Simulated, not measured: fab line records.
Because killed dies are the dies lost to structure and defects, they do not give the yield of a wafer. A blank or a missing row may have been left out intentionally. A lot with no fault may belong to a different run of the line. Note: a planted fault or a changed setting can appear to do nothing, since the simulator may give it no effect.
Which tool is to blame? || flow berkeley-cmos170 || Sampling: 11 lots, 32 wafers, 4 of 331 route steps

WHAT EACH GAUGE READ, for each wafer
UCB170_V2_CD_MEAS_12: target cd 700 nm. Usual: cd-nm 699.7 nm, standard deviation 1.5.
{"lot": "L860", "measured": "day 8 14:08", "on": "cd-sem-01", "cd-nm (nm)": "697.7 699.5 699.0", "flag": ""}
{"lot": "L862", "measured": "day 9 00:52", "on": "cd-sem-01", "cd-nm (nm)": "697.5 698.2 697.9", "flag": ""}
{"lot": "L861", "measured": "day 9 01:35", "on": "cd-sem-01", "cd-nm (nm)": "699.4 696.7 698.3", "flag": ""}
{"lot": "L864", "measured": "day 9 01:43", "on": "cd-sem-01", "cd-nm (nm)": "700.1 699.0 699.3", "flag": ""}
{"lot": "L863", "measured": "day 9 01:53", "on": "cd-sem-02", "cd-nm (nm)": "698.0 699.3 698.9", "flag": ""}
{"lot": "L866", "measured": "day 9 13:13", "on": "cd-sem-01", "cd-nm (nm)": "700.2 700.9 700.3", "flag": ""}
{"lot": "L865", "measured": "day 9 16:04", "on": "cd-sem-01", "cd-nm (nm)": "702.3 702.2 702.8", "flag": ""}
{"lot": "L867", "measured": "day 9 22:22", "on": "cd-sem-02", "cd-nm (nm)": "698.0 697.1 696.3", "flag": ""}
{"lot": "L868", "measured": "day 10 01:43", "on": "cd-sem-01", "cd-nm (nm)": "701.2 701.0 699.4", "flag": ""}
{"lot": "L870", "measured": "day 10 17:26", "on": "cd-sem-01", "cd-nm (nm)": "705.8 706.9", "flag": "OFF"}
{"lot": "L880", "measured": "day 12 10:16", "on": "cd-sem-01", "cd-nm (nm)": "699.7 699.9 698.8", "flag": ""}

WHAT TOOL EACH LOT RAN ON (gives the tool, then ch and the chambers of the sampled wafers, and finally the start)
{"lot": "L860", "UCB170_V1_CVD_00": "pecvd-02 ch 1,2, day 8 02:16", "UCB170_M2_METAL_ETCH_18": "rie-metal-04 ch 0,1, day 8 11:19", "UCB170_V2_EXPOSE_09": "krf-scanner-01 ch 0, day 8 13:35"}
{"lot": "L862", "UCB170_V1_CVD_00": "pecvd-02 ch 1,2, day 8 14:13", "UCB170_M2_METAL_ETCH_18": "rie-metal-01 ch 0,1, day 8 22:44", "UCB170_V2_EXPOSE_09": "krf-scanner-01 ch 0, day 9 00:28"}
{"lot": "L861", "UCB170_V1_CVD_00": "pecvd-04 ch 0,1, day 8 15:28", "UCB170_M2_METAL_ETCH_18": "rie-metal-02 ch 1, day 8 23:01", "UCB170_V2_EXPOSE_09": "krf-scanner-02 ch 0, day 9 01:04"}
{"lot": "L864", "UCB170_V1_CVD_00": "pecvd-01 ch 0,1, day 8 16:48", "UCB170_M2_METAL_ETCH_18": "rie-metal-04 ch 0,1, day 8 23:19", "UCB170_V2_EXPOSE_09": "krf-scanner-01 ch 0, day 9 01:19"}
{"lot": "L863", "UCB170_V1_CVD_00": "pecvd-02 ch 1,2, day 8 18:08", "UCB170_M2_METAL_ETCH_18": "rie-metal-01 ch 0,1, day 8 23:37", "UCB170_V2_EXPOSE_09": "krf-scanner-01 ch 0, day 9 01:27"}
{"lot": "L866", "UCB170_V1_CVD_00": "pecvd-04 ch 0,1,2, day 9 06:34", "UCB170_M2_METAL_ETCH_18": "rie-metal-02 ch 0,1, day 9 11:05", "UCB170_V2_EXPOSE_09": "krf-scanner-01 ch 0, day 9 12:50"}
{"lot": "L865", "UCB170_V1_CVD_00": "pecvd-02 ch 0,2, day 9 07:54", "UCB170_M2_METAL_ETCH_18": "rie-metal-01 ch 0,1, day 9 12:40", "UCB170_V2_EXPOSE_09": "krf-scanner-01 ch 0, day 9 14:37"}
{"lot": "L867", "UCB170_V1_CVD_00": "pecvd-02 ch 1,2, day 9 11:49", "UCB170_M2_METAL_ETCH_18": "rie-metal-04 ch 0,1, day 9 18:28", "UCB170_V2_EXPOSE_09": "krf-scanner-02 ch 0, day 9 21:19"}
{"lot": "L868", "UCB170_V1_CVD_00": "pecvd-04 ch 0,1,2, day 9 13:09", "UCB170_M2_METAL_ETCH_18": "rie-metal-01 ch 1, day 9 22:44", "UCB170_V2_EXPOSE_09": "krf-scanner-02 ch 0, day 10 00:53"}
{"lot": "L870", "UCB170_V1_CVD_00": "pecvd-04 ch 0,2, day 10 09:55", "UCB170_M2_METAL_ETCH_18": "rie-metal-04 ch 0,1, day 10 14:53", "UCB170_V2_EXPOSE_09": "krf-scanner-01 ch 0, day 10 17:01"}
{"lot": "L880", "UCB170_V1_CVD_00": "pecvd-01 ch 0,1,2, day 12 01:05", "UCB170_M2_METAL_ETCH_18": "rie-metal-02 ch 0,1, day 12 07:55", "UCB170_V2_EXPOSE_09": "krf-scanner-02 ch 0, day 12 09:50"}
- UCB170_V1_CVD_00: deposits SiO2 from TEOS/O2, target thk 2000 nm, time 250 s.
- UCB170_M2_METAL_ETCH_18: etches Al in Cl2/BCl3, stops on SiO2, target depth 1170 nm, time 195 s.
- UCB170_V2_EXPOSE_09: exposes mask VIA2, target cd 700 nm.

WHAT THE TOOLS THEMSELVES READ (means of the sampled wafers that have a number; where no wafer has one, the mark that the record gives instead)
UCB170_V1_CVD_00. Usual: heater-power-w 258 W, standard deviation 55; pressure-mtorr 9002 mTorr, standard deviation 17.
{"lot": "L860", "tool": "pecvd-02", "heater-power-w (W)": 299, "pressure-mtorr (mTorr)": 8993, "flag": ""}
{"lot": "L862", "tool": "pecvd-02", "heater-power-w (W)": 287, "pressure-mtorr (mTorr)": 9009, "flag": ""}
{"lot": "L861", "tool": "pecvd-04", "heater-power-w (W)": 246, "pressure-mtorr (mTorr)": 8992, "flag": ""}
{"lot": "L864", "tool": "pecvd-01", "heater-power-w (W)": 284, "pressure-mtorr (mTorr)": 8988, "flag": ""}
{"lot": "L863", "tool": "pecvd-02", "heater-power-w (W)": 295, "pressure-mtorr (mTorr)": 9002, "flag": ""}
{"lot": "L866", "tool": "pecvd-04", "heater-power-w (W)": 235, "pressure-mtorr (mTorr)": 8996, "flag": ""}
{"lot": "L865", "tool": "pecvd-02", "heater-power-w (W)": 278, "pressure-mtorr (mTorr)": 8997, "flag": ""}
{"lot": "L867", "tool": "pecvd-02", "heater-power-w (W)": 317, "pressure-mtorr (mTorr)": 8996, "flag": ""}
{"lot": "L868", "tool": "pecvd-04", "heater-power-w (W)": 283, "pressure-mtorr (mTorr)": 9009, "flag": ""}
{"lot": "L870", "tool": "pecvd-04", "heater-power-w (W)": 226, "pressure-mtorr (mTorr)": 9014, "flag": ""}
{"lot": "L880", "tool": "pecvd-01", "heater-power-w (W)": 252, "pressure-mtorr (mTorr)": 8996, "flag": ""}

UCB170_M2_METAL_ETCH_18. Usual: drypump-motor-current-A 5.60 A, standard deviation 0.22; oes-product-au 0.855 a.u., standard deviation 0.0092; throttle-valve-pct 24.37 %, standard deviation 0.23.
{"lot": "L860", "tool": "rie-metal-04", "drypump-motor-current-A (A)": 5.54, "oes-product-au (a.u.)": 0.860, "throttle-valve-pct (%)": 24.50, "flag": ""}
{"lot": "L862", "tool": "rie-metal-01", "drypump-motor-current-A (A)": 5.61, "oes-product-au (a.u.)": 0.847, "throttle-valve-pct (%)": 24.27, "flag": ""}
{"lot": "L861", "tool": "rie-metal-02", "drypump-motor-current-A (A)": 5.79, "oes-product-au (a.u.)": 0.852, "throttle-valve-pct (%)": 24.53, "flag": ""}
{"lot": "L864", "tool": "rie-metal-04", "drypump-motor-current-A (A)": 5.65, "oes-product-au (a.u.)": 0.864, "throttle-valve-pct (%)": 24.59, "flag": ""}
{"lot": "L863", "tool": "rie-metal-01", "drypump-motor-current-A (A)": 5.62, "oes-product-au (a.u.)": 0.837, "throttle-valve-pct (%)": 24.26, "flag": ""}
{"lot": "L866", "tool": "rie-metal-02", "drypump-motor-current-A (A)": 5.69, "oes-product-au (a.u.)": 0.858, "throttle-valve-pct (%)": 24.41, "flag": ""}
{"lot": "L865", "tool": "rie-metal-01", "drypump-motor-current-A (A)": 5.38, "oes-product-au (a.u.)": 0.847, "throttle-valve-pct (%)": 24.10, "flag": ""}
{"lot": "L867", "tool": "rie-metal-04", "drypump-motor-current-A (A)": 5.66, "oes-product-au (a.u.)": 0.859, "throttle-valve-pct (%)": 24.58, "flag": ""}
{"lot": "L868", "tool": "rie-metal-01", "drypump-motor-current-A (A)": 5.81, "oes-product-au (a.u.)": 0.844, "throttle-valve-pct (%)": 24.42, "flag": ""}
{"lot": "L870", "tool": "rie-metal-04", "drypump-motor-current-A (A)": 5.62, "oes-product-au (a.u.)": 0.866, "throttle-valve-pct (%)": 24.55, "flag": ""}
{"lot": "L880", "tool": "rie-metal-02", "drypump-motor-current-A (A)": 5.68, "oes-product-au (a.u.)": 0.852, "throttle-valve-pct (%)": 24.41, "flag": ""}

UCB170_V2_EXPOSE_09. Usual: exposure-dose-mJ-cm2 36.99, standard deviation 0.033; reticle-temp-C 22.99 C, standard deviation 0.11.
{"lot": "L860", "tool": "krf-scanner-01", "exposure-dose-mJ-cm2": 37.05, "reticle-temp-C (C)": 23.04, "flag": ""}
{"lot": "L862", "tool": "krf-scanner-01", "exposure-dose-mJ-cm2": 36.98, "reticle-temp-C (C)": 22.96, "flag": ""}
{"lot": "L861", "tool": "krf-scanner-02", "exposure-dose-mJ-cm2": 36.97, "reticle-temp-C (C)": 22.97, "flag": ""}
{"lot": "L864", "tool": "krf-scanner-01", "exposure-dose-mJ-cm2": 36.98, "reticle-temp-C (C)": 22.91, "flag": ""}
{"lot": "L863", "tool": "krf-scanner-01", "exposure-dose-mJ-cm2": 36.98, "reticle-temp-C (C)": 23.05, "flag": ""}
{"lot": "L866", "tool": "krf-scanner-01", "exposure-dose-mJ-cm2": 36.97, "reticle-temp-C (C)": 23.04, "flag": ""}
{"lot": "L865", "tool": "krf-scanner-01", "exposure-dose-mJ-cm2": 36.98, "reticle-temp-C (C)": 22.94, "flag": ""}
{"lot": "L867", "tool": "krf-scanner-02", "exposure-dose-mJ-cm2": 37.00, "reticle-temp-C (C)": 23.01, "flag": ""}
{"lot": "L868", "tool": "krf-scanner-02", "exposure-dose-mJ-cm2": 37.00, "reticle-temp-C (C)": 22.95, "flag": ""}
{"lot": "L870", "tool": "krf-scanner-01", "exposure-dose-mJ-cm2": 36.84, "reticle-temp-C (C)": 23.06, "flag": "OFF"}
{"lot": "L880", "tool": "krf-scanner-02", "exposure-dose-mJ-cm2": 36.99, "reticle-temp-C (C)": 22.83, "flag": ""}

THE ANSWER, worked out from the rows above alone
Rule: take the mean of a lot's wafers that have a number; if it is more than 3 standard deviations from the usual mean, the lot is off. A lot without any number at a reading at which 4 lots or more have one is off too. All remaining lots with rows at the step are treated as sound. After the gauges, taken in route order, come the tools' own readings; for these a lot's mean is taken, as printed above. The first step at which some lot is off is used, and at that step the reading that is off furthest; a lot without a number counts as furthest.
Off: L870 (UCB170_V2_CD_MEAS_12, cd-nm).
A tool fits if, at a process step before that reading, it ran every lot that is off, and no sound lot after the first of them. The gauges at UCB170_V2_CD_MEAS_12 aren't tried: what is off there is off at UCB170_V2_EXPOSE_09 too, on other tools, and a gauge's error can't cause that. Can't be told from this: 3 tools fit, pecvd-04 at UCB170_V1_CVD_00, rie-metal-04 at UCB170_M2_METAL_ETCH_18, krf-scanner-01 at UCB170_V2_EXPOSE_09.

WHAT HAD BEEN PUT IN BY THE SIMULATOR
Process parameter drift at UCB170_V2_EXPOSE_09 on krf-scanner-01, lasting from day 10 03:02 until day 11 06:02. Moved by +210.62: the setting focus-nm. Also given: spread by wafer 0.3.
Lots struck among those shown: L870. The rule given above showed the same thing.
